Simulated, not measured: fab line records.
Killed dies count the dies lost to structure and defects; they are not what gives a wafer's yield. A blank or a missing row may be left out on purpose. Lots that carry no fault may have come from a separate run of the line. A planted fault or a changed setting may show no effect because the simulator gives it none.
A lot that was struck, set against a sound lot    flow berkeley-cmos170    14 steps out of a route of 331
Sound: these wafers, L106.1, L106.2, L106.5. Struck: wafers L997.3, L997.4, L997.6. At the end, the cause is stated.
For every step that has rows: the tool of each side, followed by ch and its chambers, followed by its first start. Under that, the readings that differ: sound wafers    struck wafers    difference of the means    sigmas: that difference in standard deviations of wafers without a fault.
alike: same words and numbers on both sides, and readings whose means sit less than 2 such deviations apart. not compared: any withheld reading, any reading some wafer has no value for, any bound like >300 that may hide the same value, and any number with overlapping values for which the record gives no deviation.
A row with sigmas, a row that says differs or no value, or rows on one side alone: a step with any of these is where the two part. Numbers that have no deviation but don't overlap get no sigmas and don't part them. A reading that every wafer of one side lacks parts them only if that side has two wafers or more.

UCB170_M2_CD_MEAS_90: target cd 700 nm.
  sound: cd-sem-02 at day 12 11:26; struck: cd-sem-02 at day 10 14:39
  alike: cd-nm
UCB170_V2_CVD_00: deposits SiO2 from TEOS/O2, target thk 2000 nm, time 250 s.
  sound on pecvd-01 ch 0,2, day 12 11:34; struck on pecvd-04 ch 0,1, day 10 14:44
  alike: heater-power-w, pressure-mtorr
UCB170_V2_THK_MEAS_01:
  sound: film-metro-03 at day 12 11:43; struck: film-metro-03 at day 10 14:55
  alike: V2_TEOS_THK
UCB170_V2_CMP_02: polishes SiO2.
  sound on cmp-02 ch 0,2,3, day 12 11:46; struck on cmp-01 ch 2,3, day 10 14:57
reading              sound           struck          difference  sigmas
motor-current-A (A)  15.8 16.2 14.3  20.5 16.6 20.5  +3.8        +2
  alike: slurry-flow-ml-min
UCB170_V2_BOW_MEAS_03:
  sound: film-metro-04 at day 12 12:04; struck: film-metro-01 at day 10 15:17
  alike: V2_BOW
UCB170_V2_THK_MEAS_04:
  sound: film-metro-04 at day 12 12:11; struck: film-metro-01 at day 10 15:23
  alike: V2_POLISHED_THK
then, 6 steps without rows for these wafers: UCB170_V2_CLEAN_05 (cleans in DIW); UCB170_V2_HMDS_06 (prime time 60 s); UCB170_V2_COAT_07 (resist thk 900 nm); UCB170_V2_SOFTBAKE_08 (time 60 s); UCB170_V2_EXPOSE_09 (exposes mask VIA2, target cd 700 nm); UCB170_V2_PEB_10.
UCB170_V2_DEVELOP_11: develop time 45 s.
  sound on litho-track-03 ch 0, day 12 14:00; struck on litho-track-03, day 10 16:00
  no value came back on the struck wafers for chill-plate-temp-C (C), develop-time-s (s), resist-line-temp-C (C); on the sound wafers chill-plate-temp-C (C) reads 23.17 23.00 23.03
reading                              sound            struck           difference  sigmas
model.KrF_of_V2_COAT_07.thk-nm (nm)  879.8 878 880.9  901.3 899 898.2  +19.9       
UCB170_V2_CD_MEAS_12: target cd 700 nm.
  sound: cd-sem-02 at day 12 14:40; struck: cd-sem-01 at day 10 16:50
reading     sound              struck  difference                     sigmas
cd-nm (nm)  700.4 700.9 699.4  - - -   no value on the struck wafers  

== WHERE THEY PART ==
First at UCB170_V2_CMP_02; last, within this record, at UCB170_V2_CD_MEAS_12.

WHY: the cause the simulator had injected
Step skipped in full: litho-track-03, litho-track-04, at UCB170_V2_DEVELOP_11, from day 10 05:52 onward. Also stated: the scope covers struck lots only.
